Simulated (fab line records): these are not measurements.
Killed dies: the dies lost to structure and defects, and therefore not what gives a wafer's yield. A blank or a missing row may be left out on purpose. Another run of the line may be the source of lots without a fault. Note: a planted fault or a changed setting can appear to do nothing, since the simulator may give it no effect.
Lot-split experiment + flow rit_cmos + on a route of 202 steps: 5 lots, 23 wafers read

== THE SPLIT ==
At RIT_SDANNEAL_RTA_03 (time 5 s), the setting time_s was moved away from the recipe's 5 s on 8 of the 23 wafers read, by -14.7% to +13.8%. All remaining wafers had this setting at the recipe value.

Between the split and the reading, the file records no step.

== THE READING ==
PSD_RS, in ohm/sq, at RIT_SDANNEAL_RS_MEAS_04 (measures by four-point-probe). A value of 115.7 ohm/sq with a standard deviation of 0.34 ohm/sq is what fault-free wafers of this fab line usually give.

| wafer  | tool, chamber at the split | time_s as run, s | against the recipe | PSD_RS, ohm/sq | against lot-mates on the recipe |
|--------|----------------------------|------------------|--------------------|----------------|---------------------------------|
| L074.2 | rtp_anneal-02, 0           | 5                | recipe             | 115.6          | -                               |
| L074.3 | rtp_anneal-02, 0           | 5                | recipe             | 115.9          | -                               |
| L074.4 | rtp_anneal-02, 0           | 5                | recipe             | 115.5          | -                               |
| L074.5 | rtp_anneal-02, 0           | 5                | recipe             | 115.8          | -                               |
| L074.6 | rtp_anneal-02, 0           | 5                | recipe             | 115.9          | -                               |
| L076.1 | rtp_anneal-02, 0           | 5                | recipe             | 115.5          | -                               |
| L076.3 | rtp_anneal-02, 0           | 5.218            | +4.4%              | 115.0          | -0.7                            |
| L076.4 | rtp_anneal-02, 0           | 5                | recipe             | 115.8          | -                               |
| L076.5 | rtp_anneal-02, 0           | 5                | recipe             | 115.7          | -                               |
| L076.6 | rtp_anneal-02, 0           | 5.218            | +4.4%              | 115.2          | -0.5                            |
| L078.2 | rtp_anneal-02, 0           | 5                | recipe             | 116.3          | -                               |
| L078.4 | rtp_anneal-02, 0           | 5                | recipe             | 115.7          | -                               |
| L078.6 | rtp_anneal-02, 0           | 5                | recipe             | 116.0          | -                               |
| L082.1 | rtp_anneal-02, 0           | 5                | recipe             | 116.1          | -                               |
| L082.2 | rtp_anneal-02, 0           | 5.688            | +13.8%             | 114.2          | -1.9                            |
| L082.4 | rtp_anneal-02, 0           | 5                | recipe             | 116.1          | -                               |
| L082.5 | rtp_anneal-02, 0           | 5.688            | +13.8%             | 114.1          | -2.0                            |
| L082.6 | rtp_anneal-02, 0           | 5.688            | +13.8%             | 113.7          | -2.4                            |
| L083.2 | rtp_anneal-01, 0           | 4.267            | -14.7%             | 117.5          | +2.0                            |
| L083.3 | rtp_anneal-01, 0           | 5                | recipe             | 115.6          | -                               |
| L083.4 | rtp_anneal-01, 0           | 5                | recipe             | 115.4          | -                               |
| L083.5 | rtp_anneal-01, 0           | 4.267            | -14.7%             | 118.0          | +2.5                            |
| L083.6 | rtp_anneal-01, 0           | 4.267            | -14.7%             | 117.6          | +2.1                            |

FIT RESULTS
A straight line over all 23 wafers: PSD_RS changes by -0.131 ohm/sq for each +1% of time_s; r = -0.97; the points scatter about the line by 0.24 ohm/sq.
The same after taking each lot's own level away (the mean of its wafers on the recipe; 23 wafers): -0.151 ohm/sq for each +1%; r = -0.99; scatter 0.18 ohm/sq.
The reading moves by 2.2 ohm/sq for the largest change in time_s, on that fit.
Across the lots, their own levels run from 115.50 to 116.10 ohm/sq, a range of 1.8 times the standard deviation given above.
Hence the slope depends on the lot-to-lot level, as the two fits are not the same.
Check: +2.27 ohm/sq against its lot-mates is what the line predicts for one of the wafers moved furthest among these (-14.7%) when that wafer is left out of the fit. It came out at +2 ohm/sq against them.

== THE OTHER SPLITS THESE WAFERS WENT THROUGH ==
Other splits were also applied to these wafers ahead of the reading. Each is held against what the fit with the lots' levels taken away leaves over:
| other split on the same wafers | wafers away from the commonest value | r with PSD_RS (lot level and that fit taken away) |
|--------------------------------|--------------------------------------|---------------------------------------------------|
| RIT_PLDD_IMPLANT_08 dose_cm2   | 8                                    | +0.04                                             |

== FILE'S OWN FIT ==
PSD_RS changes by -0.151 ohm/sq for each +1% of time_s, r = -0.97.
